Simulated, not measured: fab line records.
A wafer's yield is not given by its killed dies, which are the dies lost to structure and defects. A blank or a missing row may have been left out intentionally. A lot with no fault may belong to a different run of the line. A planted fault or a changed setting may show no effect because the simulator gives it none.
8D (eight disciplines) problem report, filled in by code | flow rit cmos | the parts of the form that need people (team, actions taken, sign-off) are left out

== 1. THE PROBLEM ==
Wafers without a fault read 2600.0 nm, standard deviation 2.7; cd nm at RIT_M1_CD_MEAS_90 reads a mean of 2618.1 nm on 4 wafers belonging to 2 lots. That is +6.7 standard deviations from the usual mean.
The step: target cd 2600 nm.
The first sign was on wafer L851.1 at day 5 16:44, on cd sem-02. The record has a number at this step for 42 wafers belonging to 14 lots. By rule, "out" or "out of limits" means more than 4 standard deviations away from the usual mean. All remaining wafers that have a number are taken as sound.

== 2. WHAT THIS IS AND IS NOT ==
question                    | is                             | is not
which readings at this step | cd nm                          | -
which lots                  | L851, L854                     | L841, L842, L843, L844, L845, L855, L856, L858, L859, L861, L862, L864
which wafers of those lots  | L851.1, L851.3, L851.6, L854.5 | L854.2, L854.3
read on which gauges        | cd sem-02                      | cd sem-01
when                        | from day 5 16:44               | up to then (15 sound wafers); but 23 sound wafers of L854, L855, L856, L858, L859, L861, L862, L864 came after

== 3. THE SUSPECTS, EACH WITH WHAT RULES IT OUT ==
Counting: a tool at a process step up to the reading stays a suspect if it ran every lot that is out. Sound lots after the first of them don't rule it out here, since some wafers of a struck lot are sound.
- the gauge at RIT_M1_CD_MEAS_90 has been ruled out. All the wafers that are out were read on cd sem-02, but those of them that RIT_M1_PROBE_99 has rows for are out there too, on other tools.
- rie metal-02 at RIT_M1_METAL_ETCH_12 (etches Al in Cl2/BCl3, stops on SiO2, time 168.9 s, target depth 600 nm): kept. Ran every lot that is out, first one L851 (day 5 16:14); last sound lot up to then L845 (day 4 07:29).
- Within rie metal-02 at RIT_M1_METAL_ETCH_12, the wafers that are out were processed in chamber 0 and their sound lot-mates in chamber 1.
Left after counting: rie metal-02 at RIT_M1_METAL_ETCH_12.

== 4. THE CAUSE (what the simulator had put in) ==
rie metal-02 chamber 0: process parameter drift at RIT_M1_METAL_ETCH_12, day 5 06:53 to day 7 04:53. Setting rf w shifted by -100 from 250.
Only this tool survived the counting.

== 5. SEQUENCE OF EFFECTS, ordered by route ==
Each row: a reading whose mean over the struck wafers that have a number lies more than 3 standard deviations from the usual. Only readings for which the record gives a usual standard deviation are gone through. hours: the time from each lot's start at the first step in this table that gives one to its start at this step, as a median over the lots. sigmas: the change in usual standard deviations.
hours | step              | reading              | usual     | on struck wafers | change | sigmas
0     | RIT_M1_CD_MEAS_90 | cd nm                | 2600.0 nm | 2618.1           | +18.1  | +6.7
2     | RIT_M1_PROBE_99   | defect limited yield | 97.2 %    | 1.2              | -96.0  | -74
2     | RIT_M1_PROBE_99   | killed_at_M0_to_M3   | 0.0       | 251.5            | +251.5 | +99 or more
2     | RIT_M1_PROBE_99   | killed dies          | 7         | 261              | +254   | +75
2     | RIT_M1_PROBE_99   | killed on rim        | 1.8       | 68.5             | +66.7  | +51
2     | RIT_M1_PROBE_99   | sort_bin_5_function  | 1.6 %     | 97.5             | +96.0  | +99 or more
2     | RIT_M1_PROBE_99   | sort n pass          | 257       | 3                | -254   | -75
2     | RIT_M1_PROBE_99   | sort yield pct       | 97.2 %    | 1.2              | -96.0  | -74
It contains these process steps:
- RIT_M1_PROBE_99

== 6. HOW IT WOULD HAVE BEEN CAUGHT EARLIER ==
Counted from the fault's start at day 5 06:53, it took 10 hours until the first out-of-limits reading at a measuring or inspecting step in this record, taken at day 5 16:44.
No tool reading at RIT_M1_METAL_ETCH_12 that has a usual standard deviation in the record was out on any struck wafer, so an alarm limit of 4 standard deviations on those readings would not have fired.
Of the lots that are out (2), L854 began RIT_M1_METAL_ETCH_12 on rie metal-02 after day 5 16:44. Had the tool been put on hold then, it would have been spared.
